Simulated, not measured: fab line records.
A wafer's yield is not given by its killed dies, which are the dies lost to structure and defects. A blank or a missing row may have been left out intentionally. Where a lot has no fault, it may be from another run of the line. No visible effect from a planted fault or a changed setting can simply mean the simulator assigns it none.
Code-filled problem report in 8D (eight disciplines) form | flow berkeley cmos170 | the parts of the form that need people (team, actions taken, sign-off) are left out

1. WHAT IS WRONG
Wafers free of any fault read 0 nm (standard deviation 5.1) for NSD_OVL at UCB170_NSD_OVL_MEAS_07, against a mean of -158 nm on 9 wafers of 3 lots. That puts it -31 standard deviations away from the usual mean.
Seen first at day 8 20:59 on overlay-02, wafer L464.1. Wafers with a number at this step in the record: 45, from 15 lots. The rule behind "out" and "out of limits": a value lying over 4 standard deviations away from the usual mean. All remaining wafers that have a number are taken as sound.

2. WHAT THIS IS AND IS NOT
question                    | is                     | is not
which readings at this step | NSD_OVL                | -
which lots                  | L464, L465, L467       | L454, L455, L457, L458, L460, L462, L466, L469, L470, L471, L473, L476
which wafers of those lots  | all that have a number | -
read on which gauges        | overlay-01, overlay-02 | -
when                        | from day 8 20:59       | up to then (18 sound wafers); but 18 sound wafers of L466, L469, L470, L471, L473, L476 came after

3. SUSPECTS, AND WHAT RULES EACH OUT
Counting: a tool at any process step up to the reading remains a suspect when it ran all the lots that are out and ran no sound lot after the first of those.
- the gauge at UCB170_NSD_OVL_MEAS_07 has been ruled out. Those wafers that are out were read across 2 gauges (overlay-01, overlay-02).
- krf scanner-01 at UCB170_NSD_EXPOSE_03 (exposes mask NSELECT MOD, target cd 1200 nm): kept. Every lot that is out went through it, starting with L464 (day 8 20:28), and after that it ran no sound lot; the last sound lot it ran before then is L460 (day 7 21:18).
The count leaves krf scanner-01 at UCB170_NSD_EXPOSE_03.

4. THE CAUSE (what the simulator had put in)
Scanner matching overlay: krf scanner-01, from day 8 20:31 on, at UCB170_NSD_EXPOSE_03. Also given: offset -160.
This tool alone remained once counting was done.

5. THE CHAIN OF EFFECTS, in route order
Each row: a reading where the mean over the struck wafers with a number is more than 3 standard deviations away from the usual. Scope: only readings with a usual standard deviation given in the record; hours: median across lots of the time from each lot's start at the first step in this table that gives one to its start at this step; sigmas: change in usual standard deviations.
hours | step                   | reading | usual | on struck wafers | change | sigmas
0     | UCB170_NSD_OVL_MEAS_07 | NSD_OVL | 0 nm  | -158             | -158   | -31

6. WHAT WOULD HAVE CAUGHT IT SOONER
Counted from the fault's start at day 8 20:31, it took 0 hours until the first out-of-limits reading at a measuring or inspecting step in this record, taken at day 8 20:59.
Lots out: 3; of these, L467 started UCB170_NSD_EXPOSE_03 on krf scanner-01 after day 8 20:59. Holding the tool at that time would have saved it.
